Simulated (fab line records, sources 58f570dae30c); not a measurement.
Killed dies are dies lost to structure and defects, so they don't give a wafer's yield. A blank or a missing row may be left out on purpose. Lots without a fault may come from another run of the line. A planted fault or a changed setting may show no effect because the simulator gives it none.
A struck lot beside a sound one | flow berkeley_cmos170 | 16 steps out of a route of 331
Sound: wafers L759.1, L759.4, L759.6. Struck: wafers L764.1, L764.3, L764.5. The cause comes at the end.
At each step with rows: each side's tool, then ch and its chambers, then its first start. Under that, the readings that differ: sound wafers | struck wafers | difference of the means | sigmas: that difference in standard deviations of wafers without a fault.
alike: readings whose means differ by less than 2 such deviations, and words and numbers that are the same on both sides. not compared: withheld readings, readings that some wafer has no value for, bounds like >300 that may hide the same value, and numbers for which the record gives no deviation and whose values overlap.
The two part at a step that has a row with sigmas, a row that says differs or no value, or rows on one side only. Numbers that don't overlap but have no deviation are shown without sigmas and don't part them. A reading that every wafer of one side lacks parts them only if that side has two wafers or more.

UCB170_V1_CMP_02: polishes SiO2.
  sound on cmp-01 ch 0,3, day 8 00:53; struck on cmp-01 ch 1,2,3, day 9 14:35
  alike: motor_current_A
UCB170_V1_BOW_MEAS_03:
  sound on film_metro-04, day 8 01:11; struck on film_metro-04, day 9 14:47
  alike: V1_BOW
UCB170_V1_THK_MEAS_04:
  sound on film_metro-04, day 8 01:18; struck on film_metro-04, day 9 14:54
  alike: V1_POLISHED_THK
then, 7 steps without rows for these wafers: UCB170_V1_CLEAN_05 (cleans in DIW); UCB170_V1_HMDS_06 (prime time 60 s); UCB170_V1_COAT_07 (resist thk 900 nm); UCB170_V1_SOFTBAKE_08 (time 60 s); UCB170_V1_EXPOSE_09 (exposes mask VIA1, target cd 700 nm); UCB170_V1_PEB_10; UCB170_V1_DEVELOP_11 (develop time 45 s).
UCB170_V1_CD_MEAS_12: target cd 700 nm.
  sound on cd_sem-02, day 8 02:33; struck on cd_sem-01, day 9 16:33
  alike: cd_nm
UCB170_V1_OVL_MEAS_13:
  sound on overlay-01, day 8 02:40; struck on overlay-02, day 9 16:40
  alike: V1_OVL
UCB170_V1_ETCH_14: etches SiO2 in CHF3/CF4/Ar, stops on Al, target depth 1250 nm, time 291 s.
  sound on rie_diel-03 ch 0,2,3, day 8 02:43; struck on rie_diel-01 ch 0,2,3, day 9 16:42
  reading                             | sound             | struck                  | difference | sigmas
  oes_product_au (a.u.)               | 0.866 0.875 0.860 | 0.849 0.832 0.822       | -0.033     | -2
  over_etch_frac                      | 0.25 0.25 0.25    | 0.37722 0.37722 0.37722 | +0.12722   |
  model.KrF_of_V1_COAT_07.thk_nm (nm) | 616.5 610.3 607.8 | 574.1 573.2 576.8       | -36.8      |
  alike: drypump_motor_current_A, throttle_valve_pct
  not compared: rf_hours_counter_h
UCB170_V1_STRIP_15: strips in O2.
  sound on plasma_asher-02 ch 1, day 8 02:53; struck on plasma_asher-02 ch 0,1, day 9 16:53
  reading                      | sound             | struck            | difference | sigmas
  strip_time_to_endpoint_s (s) | 15.46 15.32 15.26 | 14.46 14.46 14.52 | -0.87      | -9
  alike: drypump_motor_current_A, o2_flow_sccm, oes_product_au
  not compared: rf_hours_counter_h
UCB170_V1_CD_MEAS_90: target cd 700 nm.
  sound on cd_sem-02, day 8 02:59; struck on cd_sem-02, day 9 16:59
  reading    | sound             | struck            | difference | sigmas
  cd_nm (nm) | 698.7 699.4 698.5 | 702.9 701.9 703.2 | +3.8       | +2
UCB170_M3_PROBE_99:
  the record has rows for the sound wafers here (prober-01, day 8 10:56) and none for the struck ones

WHERE THEY PART
First at UCB170_V1_ETCH_14; last, within this record, at UCB170_M3_PROBE_99.

WHY: what the simulator had put in
Process parameter drift: rie_diel-01, from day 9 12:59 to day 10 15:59, at UCB170_V1_ETCH_14. Setting over_etch_frac, moved by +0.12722, from 0.25. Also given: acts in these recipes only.
